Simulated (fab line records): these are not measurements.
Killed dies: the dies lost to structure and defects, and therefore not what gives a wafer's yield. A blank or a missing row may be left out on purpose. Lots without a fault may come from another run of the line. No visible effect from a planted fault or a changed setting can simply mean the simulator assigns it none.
The tool behind it: which one? -- flow ritCmos -- 15 lots, 45 wafers sampled, at 4 steps of a route of 202

== WHAT EACH GAUGE READ, for each wafer ==
RIT_SDANNEAL_RS_MEAS_05: uses a four-point probe to measure. Usual: NSD_RS typically reads 84.57 ohm/sq, with standard deviation 0.22.
lot,measured,on,NSD_RS (ohm/sq),flag
L746,day 3 07:26,filmMetro-02,84.07 84.31 83.89,
L747,day 3 16:48,filmMetro-02,84.91 85.00 84.82,
L749,day 3 22:14,filmMetro-03,84.76 84.73 84.94,
L750,day 4 06:07,filmMetro-03,84.82 84.51 84.95,
L751,day 4 09:17,filmMetro-03,84.42 84.57 84.45,
L752,day 4 13:24,filmMetro-03,84.98 84.58 84.55,
L753,day 4 19:50,filmMetro-02,84.63 84.60 84.56,
L754,day 4 22:51,filmMetro-02,84.38 84.21 84.45,
L756,day 5 12:28,filmMetro-01,84.69 84.77 84.57,
L757,day 5 16:37,filmMetro-02,84.44 84.61 84.71,
L758,day 5 19:55,filmMetro-01,84.70 84.50 84.68,
L759,day 6 01:57,filmMetro-03,84.61 84.40 84.35,
L766,day 7 10:56,filmMetro-03,84.89 84.89 84.42,
L767,day 7 16:37,filmMetro-02,84.38 84.32 84.19,
L768,day 7 21:53,filmMetro-02,84.85 84.41 84.57,

RIT_CONTACT_CD_MEAS_90 targets a cd of 1000 nm. Usual: cdNm reads 1000.2 nm (standard deviation 2.3).
lot,measured,on,cdNm (nm),flag
L746,day 3 10:23,cdSem-02,1001.6 1001.6 1000.1,
L747,day 3 19:34,cdSem-02,1000.9 999.9 1002.1,
L749,day 4 00:56,cdSem-02,1002.4 1002.8 1004.0,
L750,day 4 08:56,cdSem-02,1001.1 1001.6 998.5,
L751,day 4 12:01,cdSem-01,999.6 999.1 999.3,
L752,day 4 16:13,cdSem-01,998.4 998.0 1000.9,
L753,day 4 22:41,cdSem-02,1001.2 1000.0 1001.2,
L754,day 5 01:53,cdSem-02,997.7 997.2 995.1,
L759,day 6 04:42,cdSem-02,1002.6 1003.0 1000.8,
L766,day 7 13:34,cdSem-01,1000.0 1000.0 998.4,
L767,day 7 19:21,cdSem-01,1000.2 1002.4 1000.5,
L768,day 8 00:31,cdSem-01,1003.6 1003.0 1005.1,

== TOOL THAT RAN EACH LOT (tool first, then ch and the chambers of the sampled wafers, then the start) ==
lot,RIT_GATE_ETCH_19,RIT_SILICIDE_RTA_06
L746,"rieSi-01 ch 0,2,3, day 2 17:30","rtpAnneal-02 ch 0, day 3 08:15"
L747,"rieSi-02 ch 1,2, day 3 04:03","rtpAnneal-01 ch 0, day 3 17:36"
L749,"rieSi-02 ch 0,2,3, day 3 09:52","rtpAnneal-01 ch 0, day 3 23:03"
L750,"rieSi-01 ch 1,2, day 3 17:35","rtpAnneal-02 ch 0, day 4 06:59"
L751,"rieSi-02 ch 1,2,3, day 3 19:17","rtpAnneal-01 ch 0, day 4 10:08"
L752,"rieSi-01 ch 0,3, day 4 01:01","rtpAnneal-02 ch 0, day 4 14:19"
L753,"rieSi-02 ch 0,1,2, day 4 07:23","rtpAnneal-01 ch 0, day 4 20:38"
L754,"rieSi-01 ch 0,1, day 4 10:14","rtpAnneal-02 ch 0, day 4 23:39"
L756,"rieSi-01 ch 1,2, day 4 22:05","rtpAnneal-02, day 5 13:16"
L757,"rieSi-02 ch 0,1,3, day 5 01:56","rtpAnneal-01, day 5 17:25"
L758,"rieSi-01 ch 0,1,3, day 5 07:09","rtpAnneal-02, day 5 20:43"
L759,"rieSi-02 ch 0,2,3, day 5 12:08","rtpAnneal-01 ch 0, day 6 02:44"
L766,"rieSi-01 ch 0,1,3, day 6 22:20","rtpAnneal-02 ch 0, day 7 11:45"
L767,"rieSi-02 ch 0,2, day 7 02:35","rtpAnneal-01 ch 0, day 7 17:29"
L768,"rieSi-01 ch 1,3, day 7 07:35","rtpAnneal-02 ch 0, day 7 22:41"
- RIT_GATE_ETCH_19: etches poly-Si in SF6/CHF3/O2, stops on SiO2, time 165 s, target depth 312.5 nm.
- RIT_SILICIDE_RTA_06: time 10 s, ramp up 5 s, ramp down 10 s.

== AS READ BY THE TOOLS THEMSELVES (means over the sampled wafers that have a number; for cases with no such wafer, the mark the record gives instead) ==
RIT_GATE_ETCH_19. Usual: drypumpMotorCurrentA 5.4 A, standard deviation 0.37; heBacksideLeakSccm 2.70 sccm, standard deviation 0.16; oesProductAu 0.850 a.u., standard deviation 0.011; throttleValvePct 10.33 %, standard deviation 0.13.
lot,tool,drypumpMotorCurrentA (A),heBacksideLeakSccm (sccm),oesProductAu (a.u.),throttleValvePct (%),flag
L746,rieSi-01,5.3,2.87,0.853,10.25,
L747,rieSi-02,5.1,2.61,0.848,10.32,
L749,rieSi-02,5.8,2.67,0.851,10.35,
L750,rieSi-01,5.1,2.76,0.869,10.39,
L751,rieSi-02,5.4,2.62,0.848,10.32,
L752,rieSi-01,5.4,2.77,0.858,10.19,
L753,rieSi-02,5.4,2.61,0.842,10.33,
L754,rieSi-01,5.4,2.69,0.853,10.19,
L756,rieSi-01,5.1,2.84,0.861,10.39,
L757,rieSi-02,5.5,2.53,0.846,10.39,
L758,rieSi-01,5.3,2.83,0.852,10.31,
L759,rieSi-02,5.8,2.66,0.847,10.35,
L766,rieSi-01,5.2,2.82,0.849,10.31,
L767,rieSi-02,5.7,2.69,0.844,10.29,
L768,rieSi-01,5.1,2.86,0.831,10.43,

RIT_SILICIDE_RTA_06. Usual: annealTempCMax 753.3, standard deviation 0.8; chamberO2Ppm 2.003, standard deviation 0.022; wafer_temp_C_max 753.0, standard deviation 0.79.
lot,tool,annealTempCMax,chamberO2Ppm,wafer_temp_C_max,flag
L746,rtpAnneal-02,754.1,2.010,753.3,
L747,rtpAnneal-01,753.1,1.997,752.9,
L749,rtpAnneal-01,752.4,2.002,752.3,
L750,rtpAnneal-02,754.2,1.987,753.2,
L751,rtpAnneal-01,753.3,1.986,752.0,
L752,rtpAnneal-02,753.7,1.977,753.4,
L753,rtpAnneal-01,752.0,2.025,752.6,
L754,rtpAnneal-02,753.7,2.004,754.0,
L756,rtpAnneal-02,-,-,-,OFF
L757,rtpAnneal-01,-,-,-,OFF
L758,rtpAnneal-02,-,-,-,OFF
L759,rtpAnneal-01,752.1,2.006,752.6,
L766,rtpAnneal-02,754.2,2.005,753.4,
L767,rtpAnneal-01,752.6,2.000,753.5,
L768,rtpAnneal-02,752.7,1.989,753.3,

== THE ANSWER, worked out from the rows above alone ==
Rule: lot off if the mean of its wafers having a number is beyond 3 standard deviations from the usual mean. Also off: a lot with no number at a reading for which 4 or more lots have one. The other lots that the step has rows for count as sound. Order of review: gauges by route order, followed by the tools' own readings, for which a lot's mean as printed above is used. The first step at which some lot is off is used, and at that step the reading that is off furthest; a lot without a number counts as furthest.
Off: L756, L757, L758, at RIT_SILICIDE_RTA_06 (annealTempCMax). Without a number there: L756, L757, L758.
If a tool, at that step or one of the process steps before it, ran each lot that is off and ran no sound lot following the first of them, it fits. Not one of the candidates tried fits.

== WHAT WAS PUT IN BY THE SIMULATOR ==
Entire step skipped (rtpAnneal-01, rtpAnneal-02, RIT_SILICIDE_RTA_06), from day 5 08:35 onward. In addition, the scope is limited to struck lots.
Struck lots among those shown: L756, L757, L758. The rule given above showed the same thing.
